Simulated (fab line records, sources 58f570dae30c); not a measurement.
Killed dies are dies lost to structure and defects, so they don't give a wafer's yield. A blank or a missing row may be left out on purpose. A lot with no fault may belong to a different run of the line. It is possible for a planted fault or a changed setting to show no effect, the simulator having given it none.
Which of the tools did it? | flow berkeley-cmos170 | 13 lots, 39 wafers sampled, at 5 steps of a route of 331

== WHAT EACH GAUGE READ, for each wafer ==
UCB170_NWELL_THK_MEAS_05.
lot  | measured    | on            | NWELL_NITRIDE_THK (nm)
L321 | day 2 06:28 | film-metro-04 | 222.3 223.4 224.3
L322 | day 2 10:43 | film-metro-01 | 223.6 223.6 222.1
L323 | day 2 17:27 | film-metro-04 | 222.0 222.5 221.3
L324 | day 2 18:43 | film-metro-04 | 224.2 223.8 223.6
L325 | day 3 09:49 | film-metro-01 | 222.9 222.1 224.4
L326 | day 3 09:49 | film-metro-03 | 223.7 221.9 222.1
L327 | day 3 13:41 | film-metro-04 | 219.9 220.7 218.5
L330 | day 3 22:29 | film-metro-01 | 228.3 226.4 226.3
L332 | day 4 05:20 | film-metro-04 | 225.5 226.4 224.9
L334 | day 4 17:16 | film-metro-03 | 242.0 243.1 243.0
L337 | day 5 14:22 | film-metro-03 | 225.1 224.8 224.3
L338 | day 5 14:25 | film-metro-01 | 226.1 228.2 228.0
L342 | day 6 08:14 | film-metro-01 | 227.5 228.1 228.4

UCB170_M2_CD_MEAS_90 targets a cd of 700 nm.
lot  | measured     | on        | cd-nm (nm)
L321 | day 7 16:10  | cd-sem-02 | 691 690 697
L322 | day 7 16:59  | cd-sem-01 | 693 694 690
L323 | day 8 01:44  | cd-sem-01 | 704 700 701
L324 | day 8 03:34  | cd-sem-01 | 692 698 696
L325 | day 8 21:52  | cd-sem-01 | 698 693 695
L326 | day 8 20:26  | cd-sem-02 | 697 701 696
L327 | day 8 21:49  | cd-sem-02 | 699 690 701
L330 | day 8 20:43  | cd-sem-01 | 690 696 694
L332 | day 9 05:56  | cd-sem-01 | 700 695 700
L334 | day 9 12:20  | cd-sem-01 | 700 697
L337 | day 10 13:23 | cd-sem-02 | 695 695 694
L338 | day 10 13:37 | cd-sem-01 | 701 701 698
L342 | day 11 16:41 | cd-sem-01 | 692 700 694

UCB170_M3_RS_MEAS_02: uses a four-point probe to measure.
lot  | measured     | on            | M3_AL_RS (ohm/sq)
L321 | day 7 19:37  | film-metro-03 | 0.0315 0.0317 0.0312
L322 | day 7 20:40  | film-metro-01 | 0.0321 0.0327 0.0322
L323 | day 8 04:26  | film-metro-02 | 0.0326 0.0323 0.0325
L324 | day 8 06:44  | film-metro-02 | 0.0328 0.0321 0.0323
L325 | day 9 00:38  | film-metro-03 | 0.0317 0.0320 0.0326
L326 | day 8 23:27  | film-metro-03 | 0.0323 0.0329 0.0326
L327 | day 9 00:56  | film-metro-02 | 0.0329 0.0331 0.0331
L330 | day 9 00:29  | film-metro-01 | 0.0323 0.0319 0.0319
L332 | day 9 08:46  | film-metro-03 | 0.0319 0.0317 0.0319
L334 | day 9 15:11  | film-metro-03 | 0.0318 0.0321
L337 | day 10 16:23 | film-metro-01 | 0.0325 0.0322 0.0327
L338 | day 10 16:38 | film-metro-03 | 0.0319 0.0318 0.0319
L342 | day 11 19:37 | film-metro-01 | 0.0323 0.0322 0.0317

== EACH LOT AND THE TOOL THAT RAN IT (in order: tool; ch and the chambers of the sampled wafers; start) ==
lot  | UCB170_NWELL_CVD_04        | UCB170_V1_CVD_00
L321 | lpcvd-02 ch 0, day 2 03:33 | pecvd-01 ch 1,2, day 7 06:56
L322 | lpcvd-02 ch 1, day 2 07:48 | pecvd-01 ch 1,2, day 7 07:14
L323 | lpcvd-01 ch 1, day 2 15:31 | pecvd-02 ch 0,1,2, day 7 18:29
L324 | lpcvd-02 ch 0, day 2 16:46 | pecvd-01 ch 0,1,2, day 7 21:04
L325 | lpcvd-02 ch 0, day 3 07:53 | pecvd-02 ch 0,2, day 8 13:04
L326 | lpcvd-02 ch 1, day 3 07:53 | pecvd-02 ch 0,1,2, day 8 10:29
L327 | lpcvd-02 ch 0, day 3 11:44 | pecvd-01 ch 0,1,2, day 8 13:09
L330 | lpcvd-01 ch 1, day 3 20:33 | pecvd-01 ch 1,2, day 8 10:29
L332 | lpcvd-01 ch 1, day 4 03:23 | pecvd-02 ch 0,1, day 8 23:19
L334 | lpcvd-02 ch 0, day 4 15:20 | pecvd-02 ch 1, day 9 07:01
L337 | lpcvd-01 ch 1, day 5 12:26 | pecvd-03 ch 1,2, day 10 05:56
L338 | lpcvd-01 ch 1, day 5 12:26 | pecvd-01 ch 0,1,2, day 10 05:56
L342 | lpcvd-01 ch 1, day 6 06:19 | pecvd-03 ch 0,2, day 11 10:16
- UCB170_NWELL_CVD_04: deposits Si3N4 from SiH2Cl2/NH3, target thk 224 nm, time 3360 s.
- UCB170_V1_CVD_00: deposits SiO2 from TEOS/O2, target thk 2000 nm, time 250 s.

== WHAT THE TOOLS THEMSELVES READ (means of the sampled wafers that have a number; where no wafer has one, the mark that the record gives instead) ==
UCB170_NWELL_CVD_04.
lot  | tool     | sih2cl2-flow-sccm (sccm) | zone-power-load-pct (%)
L321 | lpcvd-02 | 24.97                    | 18.8
L322 | lpcvd-02 | 24.99                    | 19.5
L323 | lpcvd-01 | 24.95                    | 21.7
L324 | lpcvd-02 | 24.99                    | 18.9
L325 | lpcvd-02 | 25.05                    | 19.0
L326 | lpcvd-02 | 24.95                    | 19.8
L327 | lpcvd-02 | 25.02                    | 18.7
L330 | lpcvd-01 | 25.08                    | 21.9
L332 | lpcvd-01 | 25.06                    | 22.0
L334 | lpcvd-02 | 24.98                    | 18.8
L337 | lpcvd-01 | 25.06                    | 21.8
L338 | lpcvd-01 | 24.95                    | 22.0
L342 | lpcvd-01 | 24.91                    | 21.8

UCB170_V1_CVD_00.
lot  | tool     | heater-power-w (W)
L321 | pecvd-01 | 283
L322 | pecvd-01 | 296
L323 | pecvd-02 | 270
L324 | pecvd-01 | 242
L325 | pecvd-02 | 252
L326 | pecvd-02 | 279
L327 | pecvd-01 | 281
L330 | pecvd-01 | 298
L332 | pecvd-02 | 196
L334 | pecvd-02 | 228
L337 | pecvd-03 | 248
L338 | pecvd-01 | 279
L342 | pecvd-03 | 251

== THE ANSWER, worked out from the rows above alone ==
Rule: the usual values come from the lots themselves. Put in order of their means at a reading, lots are off if they are a third of the lots or fewer, leave a main group of 4 or more, and stand apart from it by a gap of 3 or more times the standard deviation of the main group's means; of several such gaps the widest counts. The tables above print the reading to a certain number of digits; a main group whose means all agree to those digits is not used. A lot without any number at a reading at which 4 lots or more have one is off too. All remaining lots with rows at the step are treated as sound. Order of review: gauges by route order, followed by the tools' own readings, for which a lot's mean as printed above is used. The first step at which some lot is off is used, and at that step the reading that is off furthest; a lot without a number counts as furthest.
Off: at UCB170_NWELL_THK_MEAS_05 (NWELL_NITRIDE_THK), L334. The main group has a mean of 224.2 nm with a standard deviation of 2.3.
A tool fits if, at a process step before that reading, it ran every lot that is off, and no sound lot after the first of them. Those tools and the gauges at UCB170_NWELL_THK_MEAS_05 are tried in the same way. One fits: lpcvd-02 at UCB170_NWELL_CVD_04. Its last sound lot is L327 (day 3 11:44), its first lot that is off L334 (day 4 15:20): a fault that began between those two fits.

== WHAT THE SIMULATOR HAD PUT IN ==
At UCB170_NWELL_CVD_04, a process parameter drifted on lpcvd-02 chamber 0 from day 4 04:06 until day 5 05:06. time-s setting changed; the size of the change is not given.
Shown lots that were struck: L334. The rule given above showed the same thing.
